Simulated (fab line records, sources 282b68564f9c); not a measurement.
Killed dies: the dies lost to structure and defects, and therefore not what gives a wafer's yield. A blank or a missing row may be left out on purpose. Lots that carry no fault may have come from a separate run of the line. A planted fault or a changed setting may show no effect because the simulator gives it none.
Which tool did it? / flow rit-cmos / Sampling: 14 lots, 42 wafers, 5 of 202 route steps

## WHAT THE GAUGES SHOWED, per wafer
RIT_SDANNEAL_RS_MEAS_06: measures by four-point-probe. Usual: PLDD_RS 180.0 ohm/sq, standard deviation 0.53.
lot=L616; measured=day 3 07:05; on=film-metro-02; PLDD_RS (ohm/sq)=180.0 180.1 180.2; flag=
lot=L617; measured=day 3 09:59; on=film-metro-02; PLDD_RS (ohm/sq)=180.1 180.3 179.7; flag=
lot=L618; measured=day 3 13:29; on=film-metro-03; PLDD_RS (ohm/sq)=179.9 179.7 179.1; flag=
lot=L620; measured=day 3 23:36; on=film-metro-02; PLDD_RS (ohm/sq)=180.2 180.4 180.2; flag=
lot=L621; measured=day 4 05:47; on=film-metro-04; PLDD_RS (ohm/sq)=180.7 180.4 180.2; flag=
lot=L622; measured=day 4 15:22; on=film-metro-03; PLDD_RS (ohm/sq)=179.5 179.5 178.9; flag=
lot=L623; measured=day 4 19:10; on=film-metro-02; PLDD_RS (ohm/sq)=181.1 180.6 181.2; flag=
lot=L625; measured=day 5 03:36; on=film-metro-03; PLDD_RS (ohm/sq)=180.1 179.3 179.6; flag=
lot=L626; measured=day 5 09:42; on=film-metro-03; PLDD_RS (ohm/sq)=180.7 179.5 179.6; flag=
lot=L629; measured=day 6 01:52; on=film-metro-03; PLDD_RS (ohm/sq)=179.6 179.2 179.8; flag=
lot=L630; measured=day 6 06:47; on=film-metro-03; PLDD_RS (ohm/sq)=180.1 180.6 180.5; flag=
lot=L631; measured=day 6 07:19; on=film-metro-04; PLDD_RS (ohm/sq)=179.9 180.3 180.5; flag=
lot=L639; measured=day 8 01:25; on=film-metro-04; PLDD_RS (ohm/sq)=180.0 179.6 179.8; flag=
lot=L638; measured=day 8 01:39; on=film-metro-03; PLDD_RS (ohm/sq)=180.3 179.8 179.8; flag=

RIT_CONTACT_CD_MEAS_08: target cd 1000 nm. Usual: 1000.1 nm for cd-nm, sd 2.
lot=L616; measured=day 3 08:56; on=cd-sem-02; cd-nm (nm)=1002.3 1002.0 1003.6; flag=
lot=L617; measured=day 3 12:00; on=cd-sem-02; cd-nm (nm)=1002.0 1004.7 1003.0; flag=
lot=L618; measured=day 3 15:48; on=cd-sem-02; cd-nm (nm)=999.0 1000.0 1000.6; flag=
lot=L620; measured=day 4 01:38; on=cd-sem-02; cd-nm (nm)=1001.2 1001.1 1001.2; flag=
lot=L621; measured=day 4 07:50; on=cd-sem-01; cd-nm (nm)=998.7 998.8 999.8; flag=
lot=L622; measured=day 4 17:23; on=cd-sem-02; cd-nm (nm)=1001.8 1000.5 1001.1; flag=
lot=L623; measured=day 4 21:06; on=cd-sem-02; cd-nm (nm)=1000.8 998.2 1000.3; flag=
lot=L625; measured=day 5 05:34; on=cd-sem-01; cd-nm (nm)=997.6 996.4 999.0; flag=
lot=L626; measured=day 5 11:40; on=cd-sem-01; cd-nm (nm)=1001.2 1001.2 1001.6; flag=
lot=L629; measured=day 6 03:43; on=cd-sem-01; cd-nm (nm)=997.1 996.1 998.7; flag=
lot=L630; measured=day 6 08:38; on=cd-sem-02; cd-nm (nm)=998.6 1001.9 1002.1; flag=
lot=L631; measured=day 6 09:16; on=cd-sem-02; cd-nm (nm)=998.2 998.3 997.6; flag=
lot=L639; measured=day 8 03:20; on=cd-sem-01; cd-nm (nm)=999.3 997.4 996.0; flag=
lot=L638; measured=day 8 03:29; on=cd-sem-02; cd-nm (nm)=1001.1 1000.7 1000.7; flag=

RIT_M1_CD_MEAS_09: target cd 2600 nm. Usual: 2599.4 nm for cd-nm, sd 2.5.
lot=L616; measured=day 3 11:37; on=cd-sem-02; cd-nm (nm)=2601.6 2599.7 2599.8; flag=
lot=L617; measured=day 3 14:43; on=cd-sem-02; cd-nm (nm)=2599.0 2596.5 2598.8; flag=
lot=L618; measured=day 3 18:30; on=cd-sem-02; cd-nm (nm)=2602.3 2602.9 2604.2; flag=
lot=L620; measured=day 4 04:13; on=cd-sem-01; cd-nm (nm)=2599.3 2599.4 2598.6; flag=
lot=L621; measured=day 4 10:21; on=cd-sem-02; cd-nm (nm)=2599.5 2599.3 2600.9; flag=
lot=L622; measured=day 4 19:54; on=cd-sem-02; cd-nm (nm)=2596.6 2598.1 2598.4; flag=
lot=L623; measured=day 4 23:46; on=cd-sem-02; cd-nm (nm)=2602.6 2602.1 2602.8; flag=
lot=L625; measured=day 5 08:11; on=cd-sem-01; cd-nm (nm)=2599.3 2600.0 2600.2; flag=
lot=L626; measured=day 5 14:11; on=cd-sem-01; cd-nm (nm)=2596.5 2599.1 2598.5; flag=
lot=L629; measured=day 6 06:14; on=cd-sem-02; cd-nm (nm)=- - -; flag=OFF
lot=L630; measured=day 6 11:22; on=cd-sem-02; cd-nm (nm)=- - -; flag=OFF
lot=L631; measured=day 6 11:47; on=cd-sem-01; cd-nm (nm)=2602.3 2603.7 2605.7; flag=
lot=L639; measured=day 8 06:04; on=cd-sem-01; cd-nm (nm)=2595.9 2595.5 2596.2; flag=
lot=L638; measured=day 8 06:20; on=cd-sem-02; cd-nm (nm)=2600.8 2600.7 2600.9; flag=

## EACH LOT AND THE TOOL THAT RAN IT (in order: tool; ch and the chambers of the sampled wafers; start)
lot=L616; RIT_SILICIDE_RTA_04=rtp-anneal-01 ch 0, day 3 07:41; RIT_M1_COAT_04=litho-track-02 ch 0, day 3 10:45
lot=L617; RIT_SILICIDE_RTA_04=rtp-anneal-02 ch 0, day 3 10:33; RIT_M1_COAT_04=litho-track-02 ch 0, day 3 13:49
lot=L618; RIT_SILICIDE_RTA_04=rtp-anneal-01 ch 0, day 3 14:04; RIT_M1_COAT_04=litho-track-04 ch 0, day 3 17:37
lot=L620; RIT_SILICIDE_RTA_04=rtp-anneal-01 ch 0, day 4 00:11; RIT_M1_COAT_04=litho-track-02 ch 0, day 4 03:25
lot=L621; RIT_SILICIDE_RTA_04=rtp-anneal-02 ch 0, day 4 06:23; RIT_M1_COAT_04=litho-track-04 ch 0, day 4 09:37
lot=L622; RIT_SILICIDE_RTA_04=rtp-anneal-01 ch 0, day 4 15:56; RIT_M1_COAT_04=litho-track-04 ch 0, day 4 19:10
lot=L623; RIT_SILICIDE_RTA_04=rtp-anneal-01 ch 0, day 4 19:44; RIT_M1_COAT_04=litho-track-02 ch 0, day 4 22:53
lot=L625; RIT_SILICIDE_RTA_04=rtp-anneal-02 ch 0, day 5 04:11; RIT_M1_COAT_04=litho-track-04 ch 0, day 5 07:20
lot=L626; RIT_SILICIDE_RTA_04=rtp-anneal-01 ch 0, day 5 10:17; RIT_M1_COAT_04=litho-track-04 ch 0, day 5 13:28
lot=L629; RIT_SILICIDE_RTA_04=rtp-anneal-02 ch 0, day 6 02:28; RIT_M1_COAT_04=litho-track-02, day 6 05:31
lot=L630; RIT_SILICIDE_RTA_04=rtp-anneal-02 ch 0, day 6 07:21; RIT_M1_COAT_04=litho-track-02, day 6 10:26
lot=L631; RIT_SILICIDE_RTA_04=rtp-anneal-02 ch 0, day 6 07:53; RIT_M1_COAT_04=litho-track-02 ch 0, day 6 11:04
lot=L639; RIT_SILICIDE_RTA_04=rtp-anneal-02 ch 0, day 8 01:59; RIT_M1_COAT_04=litho-track-04 ch 0, day 8 05:13
lot=L638; RIT_SILICIDE_RTA_04=rtp-anneal-02 ch 0, day 8 02:13; RIT_M1_COAT_04=litho-track-01 ch 0, day 8 05:17
- RIT_SILICIDE_RTA_04: time 10 s, ramp up 5 s, ramp down 5 s.
- RIT_M1_COAT_04: resist thk 1300 nm.

## AS READ BY THE TOOLS THEMSELVES (means over the sampled wafers that have a number; for cases with no such wafer, the mark the record gives instead)
RIT_SILICIDE_RTA_04. Usual: 653.6 for wafer_temp_C_max, sd 1.1.
lot=L616 tool=rtp-anneal-01 wafer_temp_C_max=651.9 flag=
lot=L617 tool=rtp-anneal-02 wafer_temp_C_max=653.2 flag=
lot=L618 tool=rtp-anneal-01 wafer_temp_C_max=651.9 flag=
lot=L620 tool=rtp-anneal-01 wafer_temp_C_max=652.4 flag=
lot=L621 tool=rtp-anneal-02 wafer_temp_C_max=654.8 flag=
lot=L622 tool=rtp-anneal-01 wafer_temp_C_max=653.1 flag=
lot=L623 tool=rtp-anneal-01 wafer_temp_C_max=652.4 flag=
lot=L625 tool=rtp-anneal-02 wafer_temp_C_max=653.8 flag=
lot=L626 tool=rtp-anneal-01 wafer_temp_C_max=652.7 flag=
lot=L629 tool=rtp-anneal-02 wafer_temp_C_max=654.4 flag=
lot=L630 tool=rtp-anneal-02 wafer_temp_C_max=655.3 flag=
lot=L631 tool=rtp-anneal-02 wafer_temp_C_max=654.5 flag=
lot=L639 tool=rtp-anneal-02 wafer_temp_C_max=654.8 flag=
lot=L638 tool=rtp-anneal-02 wafer_temp_C_max=654.4 flag=

RIT_M1_COAT_04. Usual: chill-plate-temp-C 23.00 C, standard deviation 0.096; dispense-pressure-kPa 47.6 kPa, standard deviation 2.6; spin-speed-rpm 1999.9 rpm, standard deviation 1.1.
lot=L616; tool=litho-track-02; chill-plate-temp-C (C)=23.05; dispense-pressure-kPa (kPa)=44.5; spin-speed-rpm (rpm)=1998.5; flag=
lot=L617; tool=litho-track-02; chill-plate-temp-C (C)=22.99; dispense-pressure-kPa (kPa)=44.5; spin-speed-rpm (rpm)=1997.9; flag=
lot=L618; tool=litho-track-04; chill-plate-temp-C (C)=22.99; dispense-pressure-kPa (kPa)=49.7; spin-speed-rpm (rpm)=2000.7; flag=
lot=L620; tool=litho-track-02; chill-plate-temp-C (C)=23.01; dispense-pressure-kPa (kPa)=44.5; spin-speed-rpm (rpm)=1999.6; flag=
lot=L621; tool=litho-track-04; chill-plate-temp-C (C)=22.99; dispense-pressure-kPa (kPa)=49.7; spin-speed-rpm (rpm)=2000.5; flag=
lot=L622; tool=litho-track-04; chill-plate-temp-C (C)=23.04; dispense-pressure-kPa (kPa)=49.7; spin-speed-rpm (rpm)=1998.1; flag=
lot=L623; tool=litho-track-02; chill-plate-temp-C (C)=23.08; dispense-pressure-kPa (kPa)=44.5; spin-speed-rpm (rpm)=1999.4; flag=
lot=L625; tool=litho-track-04; chill-plate-temp-C (C)=22.89; dispense-pressure-kPa (kPa)=49.7; spin-speed-rpm (rpm)=2000.3; flag=
lot=L626; tool=litho-track-04; chill-plate-temp-C (C)=22.93; dispense-pressure-kPa (kPa)=49.7; spin-speed-rpm (rpm)=1999.4; flag=
lot=L629; tool=litho-track-02; chill-plate-temp-C (C)=-; dispense-pressure-kPa (kPa)=-; spin-speed-rpm (rpm)=-; flag=OFF
lot=L630; tool=litho-track-02; chill-plate-temp-C (C)=-; dispense-pressure-kPa (kPa)=-; spin-speed-rpm (rpm)=-; flag=OFF
lot=L631; tool=litho-track-02; chill-plate-temp-C (C)=22.97; dispense-pressure-kPa (kPa)=44.5; spin-speed-rpm (rpm)=1998.4; flag=
lot=L639; tool=litho-track-04; chill-plate-temp-C (C)=22.82; dispense-pressure-kPa (kPa)=49.7; spin-speed-rpm (rpm)=1999.6; flag=
lot=L638; tool=litho-track-01; chill-plate-temp-C (C)=23.09; dispense-pressure-kPa (kPa)=50.0; spin-speed-rpm (rpm)=2001.0; flag=

## THE ANSWER, worked out from the rows above alone
Rule: lot off if the mean of its wafers having a number is beyond 3 standard deviations from the usual mean. A lot without any number at a reading at which 4 lots or more have one is off too. The other lots that the step has rows for count as sound. The gauges are gone through in route order, then the tools' own readings, and for those a lot's mean is taken as printed above. At the first step where some lot is off, the reading lying furthest off is the one used; lots without a number count as furthest.
Off: L629, L630, at RIT_M1_CD_MEAS_09 (cd-nm). Without a number there: L629, L630.
A tool fits if, at a process step before that reading, it ran every lot that is off, and no sound lot after the first of them. Not tried: the gauges at RIT_M1_CD_MEAS_09; whatever is off there is also off at RIT_M1_COAT_04, on other tools, and gauge error can't account for it. No candidate that was tried fits.

## WHAT THE SIMULATOR HAD PUT IN
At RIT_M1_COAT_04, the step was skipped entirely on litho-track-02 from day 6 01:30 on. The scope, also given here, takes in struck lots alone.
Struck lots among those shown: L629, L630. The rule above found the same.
